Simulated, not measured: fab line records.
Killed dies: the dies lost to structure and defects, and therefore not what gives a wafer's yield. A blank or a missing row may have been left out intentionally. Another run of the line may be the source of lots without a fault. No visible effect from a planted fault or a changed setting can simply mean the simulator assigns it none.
Chamber matching :: flow berkeley_cmos170 :: UCB170_GATE_WET_ETCH_00 on wet_bench-04: 3 sister chambers
The step etches SiO2 in dHF, time 200 s. 3 wafers are shown with their chamber, then 4 later ones without.

## WAFERS WITH THEIR CHAMBER
wafer: L544.4
chamber: 0
bath_heat_duty_pct (%): 7.8

wafer: L545.5
chamber: 3
bath_heat_duty_pct (%): 6.2

wafer: L548.5
chamber: 2
bath_heat_duty_pct (%): 5.5

## WAFERS WITHOUT THEIR CHAMBER
wafer: L548.6
bath_heat_duty_pct (%): 5.8

wafer: L553.3
bath_heat_duty_pct (%): 7.2

wafer: L553.4
bath_heat_duty_pct (%): 7.6

wafer: L553.5
bath_heat_duty_pct (%): 7.7

## WHICH CHAMBER EACH WENT THROUGH
wafer: L548.6
from the rows above: can't be placed: 2 or 3
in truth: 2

wafer: L553.3
from the rows above: can't be placed: 0 or 3
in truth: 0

wafer: L553.4
from the rows above: 0
in truth: 0

wafer: L553.5
from the rows above: 0
in truth: 0
2 of 4 placed correctly. From these rows, 2 cannot be placed; in 2 the true chamber is one of the candidates. Wrongly placed: 0.
How it was worked out, from the rows above alone: a wafer's distance from a chamber is the root of the sum, over the readings, of the square of ((its reading less the chamber's mean) divided by the reading's scatter). If the next closest chamber is less than 2 further off than the closest, the wafer can't be placed; otherwise it belongs to the closest. A chamber's mean is the mean of its shown wafers. The scatter (one wafer shown for each chamber): square how far every hidden wafer sits from the nearest shown wafer, average those squares and take the square root.
